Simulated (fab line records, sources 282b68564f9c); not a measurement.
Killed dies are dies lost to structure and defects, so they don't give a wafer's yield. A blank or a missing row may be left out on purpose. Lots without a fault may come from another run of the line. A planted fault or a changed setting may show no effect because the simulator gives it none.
A struck lot beside a sound one | flow rit_cmos | 26 steps out of a route of 202
Sound: wafers L296.2, L296.5, L296.6. Struck: wafers L295.1, L295.2, L295.4. The cause comes at the end.
At each step with rows: each side's tool, then ch and its chambers, then its first start. Under that, the readings that differ: sound wafers | struck wafers | difference of the means | sigmas: that difference in standard deviations of wafers without a fault.
alike: readings whose means differ by less than 2 such deviations, and words and numbers that are the same on both sides. not compared: withheld readings, readings that some wafer has no value for, bounds like >300 that may hide the same value, and numbers for which the record gives no deviation and whose values overlap.
The two part at a step that has a row with sigmas, a row that says differs or no value, or rows on one side only. Numbers that don't overlap but have no deviation are shown without sigmas and don't part them. A reading that every wafer of one side lacks parts them only if that side has two wafers or more.

first, 1 step without rows for these wafers: RIT_SPACER_CVD_03 (deposits Si3N4 from SiH2Cl2/NH3, target thk 250 nm, time 3300 s).
RIT_SPACER_THK_MEAS_04:
  sound on film_metro-01, day 6 05:08; struck on film_metro-03, day 5 22:36
  alike: SPACER_NITRIDE_THK
RIT_SPACER_ETCHBACK_05: etches Si3N4 in SF6/CHF3, stops on SiO2, target depth 250 nm, time 240 s.
  sound on rie_diel-02 ch 1,2, day 6 05:11; struck on rie_diel-02 ch 0,1,2, day 5 22:40
  alike: chamber_pressure_mTorr, drypump_motor_current_A, oes_product_au, throttle_valve_pct
  not compared: rf_hours_counter_h
then, 6 steps without rows for these wafers: RIT_NSD_HMDS_00 (prime time 60 s); RIT_NSD_COAT_01 (resist thk 1000 nm); RIT_NSD_SOFTBAKE_02 (time 60 s); RIT_NSD_EXPOSE_03 (exposes mask M9, target cd 40700 nm); RIT_NSD_PEB_04; RIT_NSD_DEVELOP_05 (develop time 50 s).
RIT_NSD_OVL_MEAS_06:
  sound on overlay-02, day 6 06:34; struck on overlay-01, day 5 23:40
  alike: NSD_OVL
then, 2 steps without rows for these wafers: RIT_NSD_HARDBAKE_07 (time 60 s); RIT_NSD_IMPLANT_08.
RIT_NSD_STRIP_09: strips in O2, time 180 s.
  sound on plasma_asher-01 ch 0,1, day 6 07:01; struck on plasma_asher-02 ch 0,1, day 6 00:01
  no value came back on the struck wafers for chamber_pressure_mTorr (mTorr), drypump_motor_current_A (A); on the sound wafers chamber_pressure_mTorr (mTorr) reads 4003 3997 4002
  reading                                  | sound | struck            | difference | sigmas
  model.NOVOLAK_of_NSD_COAT_01.thk_nm (nm) | 0 0 0 | 885.4 887.1 887.7 | +886.7     |
  not compared: rf_hours_counter_h
RIT_NSD_TW_MEAS_10:
  sound on film_metro-03, day 6 07:12; struck on film_metro-02, day 6 00:11
  alike: NSD_TW
then, 6 steps without rows for these wafers: RIT_PSD_HMDS_00 (prime time 60 s); RIT_PSD_COAT_01 (resist thk 1000 nm); RIT_PSD_SOFTBAKE_02 (time 60 s); RIT_PSD_EXPOSE_03 (exposes mask M10, target cd 40900 nm); RIT_PSD_PEB_04; RIT_PSD_DEVELOP_05 (develop time 50 s).
RIT_PSD_OVL_MEAS_06:
  sound on overlay-02, day 6 08:14; struck on overlay-02, day 6 01:10
  alike: PSD_OVL
then, 2 steps without rows for these wafers: RIT_PSD_HARDBAKE_07 (time 60 s); RIT_PSD_IMPLANT_08.
RIT_PSD_STRIP_09: strips in O2, time 180 s.
  sound on plasma_asher-04 ch 0,1, day 6 08:34; struck on plasma_asher-01 ch 0,1, day 6 01:30
  alike: chamber_pressure_mTorr, drypump_motor_current_A
  not compared: rf_hours_counter_h
RIT_PSD_TW_MEAS_10:
  sound on film_metro-04, day 6 08:45; struck on film_metro-04, day 6 01:41
  reading | sound          | struck   | difference | sigmas
  PSD_TW  | 3475 3471 3474 | 30 30 30 | -3443      | -99 or more
then, 1 step without rows for these wafers: RIT_SDANNEAL_CLEAN_00 (cleans in SC1, time 600 s).

WHERE THEY PART
First at RIT_NSD_STRIP_09; last, within this record, at RIT_PSD_TW_MEAS_10.

WHY: what the simulator had put in
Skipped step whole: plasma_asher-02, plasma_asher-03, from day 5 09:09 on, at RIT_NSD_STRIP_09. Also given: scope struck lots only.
